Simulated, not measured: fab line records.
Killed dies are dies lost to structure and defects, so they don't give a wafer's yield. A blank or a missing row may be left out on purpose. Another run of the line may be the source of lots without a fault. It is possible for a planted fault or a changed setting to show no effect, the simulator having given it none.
The tool behind it: which one? :: flow berkeley-cmos170 :: Sampling: 14 lots, 42 wafers, 4 of 331 route steps

== WHAT THE GAUGES SHOWED, per wafer ==
UCB170_PWELL_THK_MEAS_03. Usual: PWELL_OXIDE_THK 26.5 nm, standard deviation 0.42.
lot: L325
measured: day 3 17:47
on: film-metro-03
PWELL_OXIDE_THK (nm): 26.2 26.0 26.1
flag: 

lot: L326
measured: day 3 17:47
on: film-metro-02
PWELL_OXIDE_THK (nm): 27.5 27.4 27.5
flag: 

lot: L328
measured: day 3 21:38
on: film-metro-04
PWELL_OXIDE_THK (nm): 26.9 26.7 26.3
flag: 

lot: L331
measured: day 4 04:55
on: film-metro-03
PWELL_OXIDE_THK (nm): 26.5 26.5 26.5
flag: 

lot: L330
measured: day 4 07:37
on: film-metro-03
PWELL_OXIDE_THK (nm): 26.6 26.7 26.6
flag: 

lot: L333
measured: day 5 01:10
on: film-metro-02
PWELL_OXIDE_THK (nm): 27.0 27.0 27.1
flag: 

lot: L334
measured: day 5 12:03
on: film-metro-03
PWELL_OXIDE_THK (nm): 26.5 26.6 26.6
flag: 

lot: L335
measured: day 5 21:37
on: film-metro-04
PWELL_OXIDE_THK (nm): 26.4 26.1 26.4
flag: 

lot: L337
measured: day 6 01:58
on: film-metro-04
PWELL_OXIDE_THK (nm): 26.9 26.7 26.5
flag: 

lot: L339
measured: day 6 01:58
on: film-metro-02
PWELL_OXIDE_THK (nm): 27.2 27.1 27.0
flag: 

lot: L342
measured: day 6 18:06
on: film-metro-02
PWELL_OXIDE_THK (nm): 26.1 26.3 25.7
flag: 

lot: L343
measured: day 7 00:47
on: film-metro-03
PWELL_OXIDE_THK (nm): 26.4 26.2 26.2
flag: 

lot: L344
measured: day 7 00:48
on: film-metro-02
PWELL_OXIDE_THK (nm): 26.4 26.4 25.9
flag: 

lot: L345
measured: day 7 07:37
on: film-metro-04
PWELL_OXIDE_THK (nm): 26.2 26.4 26.5
flag: 

UCB170_ACTIVE_OVL_MEAS_14. Usual: ACTIVE_OVL 3 nm, standard deviation 6.
lot: L325
measured: day 5 14:19
on: overlay-02
ACTIVE_OVL (nm): -2 -2 2
flag: 

lot: L326
measured: day 5 14:14
on: overlay-02
ACTIVE_OVL (nm): 5 -4 -1
flag: 

lot: L328
measured: day 5 14:03
on: overlay-02
ACTIVE_OVL (nm): -13 2 -3
flag: 

lot: L331
measured: day 5 20:51
on: overlay-02
ACTIVE_OVL (nm): -6 3 5
flag: 

lot: L330
measured: day 5 21:07
on: overlay-01
ACTIVE_OVL (nm): 0 -7 0
flag: 

lot: L333
measured: day 6 11:43
on: overlay-02
ACTIVE_OVL (nm): 1 5 6
flag: 

lot: L334
measured: day 7 02:41
on: overlay-01
ACTIVE_OVL (nm): 1 4 -1
flag: 

lot: L335
measured: day 7 02:34
on: overlay-01
ACTIVE_OVL (nm): -2 -5 -3
flag: 

lot: L337
measured: day 7 14:08
on: overlay-01
ACTIVE_OVL (nm): 9 7 -3
flag: 

lot: L339
measured: day 7 14:20
on: overlay-02
ACTIVE_OVL (nm): 16 2 8
flag: 

lot: L342
measured: day 8 11:08
on: overlay-01
ACTIVE_OVL (nm): 12 7 7
flag: 

lot: L343
measured: day 8 10:08
on: overlay-01
ACTIVE_OVL (nm): 10 15 13
flag: 

lot: L344
measured: day 8 10:32
on: overlay-01
ACTIVE_OVL (nm): -3 1 -3
flag: 

lot: L345
measured: day 8 16:33
on: overlay-02
ACTIVE_OVL (nm): -11 -9 -3
flag: 

UCB170_PSD_CD_MEAS_06 targets a cd of 1200 nm. Usual: 1199.7 nm for cd-nm, sd 1.4.
lot: L325
measured: day 7 20:04
on: cd-sem-01
cd-nm (nm): 1199.2 1200.7 1200.4
flag: 

lot: L326
measured: day 7 17:43
on: cd-sem-01
cd-nm (nm): 1198.1 1199.4 1198.7
flag: 

lot: L328
measured: day 7 17:55
on: cd-sem-01
cd-nm (nm): 1201.3 1201.9 1200.5
flag: 

lot: L331
measured: day 8 01:43
on: cd-sem-02
cd-nm (nm): 1200.4 1199.4 1199.7
flag: 

lot: L330
measured: day 8 02:13
on: cd-sem-02
cd-nm (nm): 1198.1 1198.7 1199.6
flag: 

lot: L333
measured: day 8 16:27
on: cd-sem-02
cd-nm (nm): 1200.0 1201.2 1202.1
flag: 

lot: L334
measured: day 9 10:46
on: cd-sem-01
cd-nm (nm): 1200.8 1202.0 1200.4
flag: 

lot: L335
measured: day 9 11:09
on: cd-sem-02
cd-nm (nm): 1198.3 1198.6 1198.6
flag: 

lot: L342
measured: day 10 20:22
on: cd-sem-02
cd-nm (nm): 1198.4 1198.6 1198.3
flag: 

lot: L343
measured: day 10 20:06
on: cd-sem-02
cd-nm (nm): 1198.6 1199.1 1198.6
flag: 

lot: L344
measured: day 10 20:30
on: cd-sem-02
cd-nm (nm): 1198.3 1199.6 1198.3
flag: 

lot: L345
measured: day 11 05:50
on: cd-sem-01
cd-nm (nm): 1199.3 1199.3 1200.3
flag: 

== WHICH TOOL RAN EACH LOT (tool, then ch and the chambers of the sampled wafers, then the start) ==
lot: L325
UCB170_PVT_STRIP_08: plasma-asher-02 ch 0,1, day 6 22:38

lot: L326
UCB170_PVT_STRIP_08: plasma-asher-03 ch 0,1, day 6 22:32

lot: L328
UCB170_PVT_STRIP_08: plasma-asher-04 ch 0,1, day 6 22:49

lot: L331
UCB170_PVT_STRIP_08: plasma-asher-02 ch 0,1, day 7 08:22

lot: L330
UCB170_PVT_STRIP_08: plasma-asher-04 ch 0,1, day 7 08:13

lot: L333
UCB170_PVT_STRIP_08: plasma-asher-02 ch 0,1, day 7 16:19

lot: L334
UCB170_PVT_STRIP_08: plasma-asher-04 ch 0,1, day 8 10:29

lot: L335
UCB170_PVT_STRIP_08: plasma-asher-02 ch 0,1, day 8 10:22

lot: L337
UCB170_PVT_STRIP_08: plasma-asher-04 ch 0,1, day 8 20:40

lot: L339
UCB170_PVT_STRIP_08: plasma-asher-04 ch 0,1, day 8 20:53

lot: L342
UCB170_PVT_STRIP_08: plasma-asher-03 ch 0,1, day 9 21:08

lot: L343
UCB170_PVT_STRIP_08: plasma-asher-04 ch 0,1, day 9 20:30

lot: L344
UCB170_PVT_STRIP_08: plasma-asher-03 ch 0,1, day 9 20:49

lot: L345
UCB170_PVT_STRIP_08: plasma-asher-03 ch 0,1, day 10 06:15
- UCB170_PVT_STRIP_08: strips in O2.

== WHAT THE TOOLS THEMSELVES READ (means of the sampled wafers that have a number; where no wafer has one, the mark that the record gives instead) ==
UCB170_PVT_STRIP_08. Usual: chamber-pressure-mTorr 3500 mTorr, standard deviation 3.3; drypump-motor-current-A 5.9 A, standard deviation 0.53; oes-product-au 0.735 a.u., standard deviation 0.0044; strip-time-to-endpoint-s 21.65 s, standard deviation 0.049.
lot: L325
tool: plasma-asher-02
chamber-pressure-mTorr (mTorr): 3499
drypump-motor-current-A (A): 6.1
oes-product-au (a.u.): 0.733
strip-time-to-endpoint-s (s): 21.67
flag: 

lot: L326
tool: plasma-asher-03
chamber-pressure-mTorr (mTorr): 3499
drypump-motor-current-A (A): 5.2
oes-product-au (a.u.): 0.734
strip-time-to-endpoint-s (s): 21.70
flag: 

lot: L328
tool: plasma-asher-04
chamber-pressure-mTorr (mTorr): 3499
drypump-motor-current-A (A): 6.4
oes-product-au (a.u.): 0.734
strip-time-to-endpoint-s (s): 21.62
flag: 

lot: L331
tool: plasma-asher-02
chamber-pressure-mTorr (mTorr): 3500
drypump-motor-current-A (A): 6.0
oes-product-au (a.u.): 0.734
strip-time-to-endpoint-s (s): 21.64
flag: 

lot: L330
tool: plasma-asher-04
chamber-pressure-mTorr (mTorr): 3502
drypump-motor-current-A (A): 6.4
oes-product-au (a.u.): 0.738
strip-time-to-endpoint-s (s): 21.68
flag: 

lot: L333
tool: plasma-asher-02
chamber-pressure-mTorr (mTorr): 3500
drypump-motor-current-A (A): 6.1
oes-product-au (a.u.): 0.734
strip-time-to-endpoint-s (s): 21.66
flag: 

lot: L334
tool: plasma-asher-04
chamber-pressure-mTorr (mTorr): 3501
drypump-motor-current-A (A): 6.2
oes-product-au (a.u.): 0.732
strip-time-to-endpoint-s (s): 21.69
flag: 

lot: L335
tool: plasma-asher-02
chamber-pressure-mTorr (mTorr): 3504
drypump-motor-current-A (A): 5.8
oes-product-au (a.u.): 0.734
strip-time-to-endpoint-s (s): 21.58
flag: 

lot: L337
tool: plasma-asher-04
chamber-pressure-mTorr (mTorr): -
drypump-motor-current-A (A): -
oes-product-au (a.u.): -
strip-time-to-endpoint-s (s): -
flag: OFF

lot: L339
tool: plasma-asher-04
chamber-pressure-mTorr (mTorr): -
drypump-motor-current-A (A): -
oes-product-au (a.u.): -
strip-time-to-endpoint-s (s): -
flag: OFF

lot: L342
tool: plasma-asher-03
chamber-pressure-mTorr (mTorr): 3501
drypump-motor-current-A (A): 5.3
oes-product-au (a.u.): 0.735
strip-time-to-endpoint-s (s): 21.63
flag: 

lot: L343
tool: plasma-asher-04
chamber-pressure-mTorr (mTorr): 3498
drypump-motor-current-A (A): 6.5
oes-product-au (a.u.): 0.737
strip-time-to-endpoint-s (s): 21.60
flag: 

lot: L344
tool: plasma-asher-03
chamber-pressure-mTorr (mTorr): 3501
drypump-motor-current-A (A): 5.2
oes-product-au (a.u.): 0.739
strip-time-to-endpoint-s (s): 21.68
flag: 

lot: L345
tool: plasma-asher-03
chamber-pressure-mTorr (mTorr): 3498
drypump-motor-current-A (A): 5.2
oes-product-au (a.u.): 0.733
strip-time-to-endpoint-s (s): 21.69
flag: 

== THE ANSWER, worked out from the rows above alone ==
Rule: take the mean of a lot's wafers that have a number; if it is more than 3 standard deviations from the usual mean, the lot is off. A lot without any number at a reading at which 4 lots or more have one is off too. The other lots that the step has rows for count as sound. The gauges are gone through in route order, then the tools' own readings, and for those a lot's mean is taken as printed above. The first step at which some lot is off is used, and at that step the reading that is off furthest; a lot without a number counts as furthest.
Off at UCB170_PVT_STRIP_08 (chamber-pressure-mTorr): L337, L339. Without a number there: L337, L339.
A tool fits if, at that step or a process step before it, it ran every lot that is off, and no sound lot after the first of them. No candidate that was tried fits.

== WHAT HAD BEEN PUT IN BY THE SIMULATOR ==
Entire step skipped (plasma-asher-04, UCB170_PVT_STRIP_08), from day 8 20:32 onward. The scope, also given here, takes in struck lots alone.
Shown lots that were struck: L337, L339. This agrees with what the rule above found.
